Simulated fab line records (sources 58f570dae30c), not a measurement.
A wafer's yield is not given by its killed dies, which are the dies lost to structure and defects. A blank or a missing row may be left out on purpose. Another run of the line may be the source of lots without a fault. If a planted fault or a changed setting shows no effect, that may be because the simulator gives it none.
Which tool was responsible?    flow berkeley-cmos170    Sampling: 13 lots, 39 wafers, 6 of 331 route steps

== WHAT EACH GAUGE READ, for each wafer ==
UCB170_NWELL_THK_MEAS_02. Usual: for NWELL_OXIDE_THK the level is 26.6 nm and the standard deviation is 0.44.
lot   measured     on             NWELL_OXIDE_THK (nm)  flag
L679  day 1 23:01  film-metro-03  26.6 26.4 26.6        
L682  day 2 13:33  film-metro-04  26.1 26.0 26.5        
L680  day 2 13:34  film-metro-03  26.1 26.7 26.0        
L686  day 3 19:34  film-metro-04  26.6 26.8 26.4        
L687  day 3 19:35  film-metro-01  26.8 26.3 26.5        
L689  day 4 01:43  film-metro-01  26.1 26.1 25.7        
L692  day 4 11:55  film-metro-04  26.9 26.7 27.0        
L691  day 4 11:55  film-metro-03  26.7 26.9 26.7        
L696  day 5 13:10  film-metro-04  27.0 27.1 26.9        
L695  day 5 13:11  film-metro-03  25.7 25.9 26.0        
L700  day 6 09:59  film-metro-01  26.3 26.4 26.7        
L701  day 6 22:19  film-metro-04  26.6 26.7 26.9        
L702  day 6 22:19  film-metro-03  27.0 27.1 26.8        

UCB170_NWELL_OVL_MEAS_12. Usual: for NWELL_OVL the level is 1 nm and the standard deviation is 5.1.
lot   measured     on          NWELL_OVL (nm)  flag
L679  day 2 03:51  overlay-02  -3 7 -4         
L682  day 3 02:01  overlay-01  0 0 2           
L680  day 3 01:35  overlay-02  -11 -2 -2       
L686  day 4 03:19  overlay-01  -8 -9 -3        
L687  day 4 03:34  overlay-02  8 3 9           
L689  day 4 11:52  overlay-01  -1 3 -6         
L692  day 4 19:07  overlay-02  - - -           OFF
L691  day 4 19:13  overlay-01  3 2 4           
L696  day 5 21:59  overlay-02  8 -3 9          
L695  day 5 21:44  overlay-01  6 1 3           
L700  day 6 21:01  overlay-02  4 -4 -4         
L701  day 7 07:29  overlay-01  -7 8 -11        
L702  day 7 07:14  overlay-02  14 7 15         

UCB170_NWELL_TW_MEAS_16. Usual: for NWELL_TW the level is 1250 and the standard deviation is 8.7.
lot   measured     on             NWELL_TW        flag
L679  day 2 04:14  film-metro-03  1248 1240 1245  
L682  day 3 02:25  film-metro-03  1260 1263 1260  
L680  day 3 01:58  film-metro-01  1244 1241 1242  
L686  day 4 03:43  film-metro-04  1248 1239 1248  
L687  day 4 03:58  film-metro-01  1249 1250 1255  
L689  day 4 12:16  film-metro-03  1256 1264 1253  
L692  day 4 19:31  film-metro-04  30 30 30        OFF
L691  day 4 19:36  film-metro-03  1260 1259 1263  
L696  day 5 22:23  film-metro-04  1242 1245 1238  
L695  day 5 22:08  film-metro-01  1249 1254 1248  
L700  day 6 21:25  film-metro-03  1257 1262 1256  
L701  day 7 07:52  film-metro-01  1248 1247 1251  
L702  day 7 07:37  film-metro-01  1249 1243 1254  

UCB170_FIELD_THK_MEAS_02. Usual: for FIELD_OXIDE_THK the level is 554 nm and the standard deviation is 9.4.
lot   measured      on             FIELD_OXIDE_THK (nm)  flag
L679  day 4 23:23   film-metro-02  560 562 566           
L682  day 6 03:40   film-metro-03  557 556 552           
L680  day 6 03:38   film-metro-02  545 559 561           
L686  day 6 13:38   film-metro-01  562 579 555           
L687  day 6 19:04   film-metro-02  550 557 563           
L689  day 7 04:08   film-metro-03  571 567 567           
L692  day 7 13:16   film-metro-02  548                   
L691  day 7 13:16   film-metro-03  547 551 549           
L696  day 8 18:35   film-metro-02  548 541 538           
L695  day 8 18:37   film-metro-01  556 551 554           
L700  day 10 00:23  film-metro-02  571 569 561           
L701  day 10 12:44  film-metro-02  541 532 538           
L702  day 10 12:44  film-metro-01  541 539 536           

== EACH LOT AND THE TOOL THAT RAN IT (in order: tool; ch and the chambers of the sampled wafers; start) ==
lot   UCB170_NWELL_EXPOSE_09            UCB170_PFIELD_STRIP_08
L679  krf-scanner-01 ch 0, day 2 03:17  plasma-asher-02 ch 0,1, day 4 16:14
L682  krf-scanner-02 ch 0, day 3 01:20  plasma-asher-03 ch 0,1, day 5 21:23
L680  krf-scanner-02 ch 0, day 3 00:52  plasma-asher-04 ch 1, day 5 21:04
L686  krf-scanner-01 ch 0, day 4 02:56  plasma-asher-04 ch 0,1, day 6 09:49
L687  krf-scanner-02 ch 0, day 4 03:12  plasma-asher-04 ch 0,1, day 6 10:56
L689  krf-scanner-01 ch 0, day 4 11:02  plasma-asher-03 ch 0,1, day 6 20:56
L692  krf-scanner-02 ch 0, day 4 18:41  plasma-asher-02 ch 1, day 7 04:30
L691  krf-scanner-02 ch 0, day 4 18:50  plasma-asher-03 ch 0,1, day 7 04:32
L696  krf-scanner-01 ch 0, day 5 21:34  plasma-asher-03 ch 0,1, day 8 10:37
L695  krf-scanner-02 ch 0, day 5 21:22  plasma-asher-03 ch 0,1, day 8 11:06
L700  krf-scanner-01 ch 0, day 6 20:11  plasma-asher-04 ch 0,1, day 9 18:06
L701  krf-scanner-02 ch 0, day 7 07:05  plasma-asher-02 ch 0,1, day 10 04:13
L702  krf-scanner-01 ch 0, day 7 06:50  plasma-asher-03 ch 0,1, day 10 03:40
- UCB170_NWELL_EXPOSE_09: exposes mask NWELL, target cd 3000 nm.
- UCB170_PFIELD_STRIP_08: strips in O2.

== WHAT THE TOOLS THEMSELVES READ (means of the sampled wafers that have a number; where no wafer has one, the mark that the record gives instead) ==
UCB170_PFIELD_STRIP_08. Usual: chamber-pressure-mTorr 3500 mTorr, standard deviation 3.2; drypump-motor-current-A 5.7 A, standard deviation 0.59; oes-product-au 0.735 a.u., standard deviation 0.0048; strip-time-to-endpoint-s 21.61 s, standard deviation 0.052.
lot   tool             chamber-pressure-mTorr (mTorr)  drypump-motor-current-A (A)  oes-product-au (a.u.)  strip-time-to-endpoint-s (s)  flag
L679  plasma-asher-02  3499                            6.2                          0.739                  21.56                         
L682  plasma-asher-03  3501                            6.0                          0.733                  21.54                         
L680  plasma-asher-04  3501                            5.8                          0.737                  21.64                         
L686  plasma-asher-04  3500                            5.5                          0.733                  21.65                         
L687  plasma-asher-04  3500                            5.7                          0.734                  21.57                         
L689  plasma-asher-03  3500                            6.0                          0.732                  21.62                         
L692  plasma-asher-02  3497                            5.5                          0.736                  21.56                         
L691  plasma-asher-03  3501                            6.1                          0.733                  21.61                         
L696  plasma-asher-03  3501                            5.5                          0.734                  21.64                         
L695  plasma-asher-03  3498                            6.1                          0.735                  21.52                         
L700  plasma-asher-04  3499                            5.6                          0.732                  21.63                         
L701  plasma-asher-02  3499                            6.2                          0.741                  21.68                         
L702  plasma-asher-03  3499                            5.5                          0.732                  21.60                         

== THE ANSWER, worked out from the rows above alone ==
Rule: a lot is off if the mean of its wafers that have a number lies more than 3 standard deviations from the usual mean. A lot without any number at a reading at which 4 lots or more have one is off too. All remaining lots with rows at the step are treated as sound. The gauges are gone through in route order, then the tools' own readings, and for those a lot's mean is taken as printed above. The first step at which some lot is off is used, and at that step the reading that is off furthest; a lot without a number counts as furthest.
Off: L692, at UCB170_NWELL_OVL_MEAS_12 (NWELL_OVL). Without a number there: L692.
A tool fits if, at a process step before that reading, it ran every lot that is off, and no sound lot after the first of them. Not tried: the gauges at UCB170_NWELL_OVL_MEAS_12; whatever is off there is also off at UCB170_NWELL_TW_MEAS_16, on other tools, and gauge error can't account for it. None of those tried fits.

== WHAT HAD BEEN PUT IN BY THE SIMULATOR ==
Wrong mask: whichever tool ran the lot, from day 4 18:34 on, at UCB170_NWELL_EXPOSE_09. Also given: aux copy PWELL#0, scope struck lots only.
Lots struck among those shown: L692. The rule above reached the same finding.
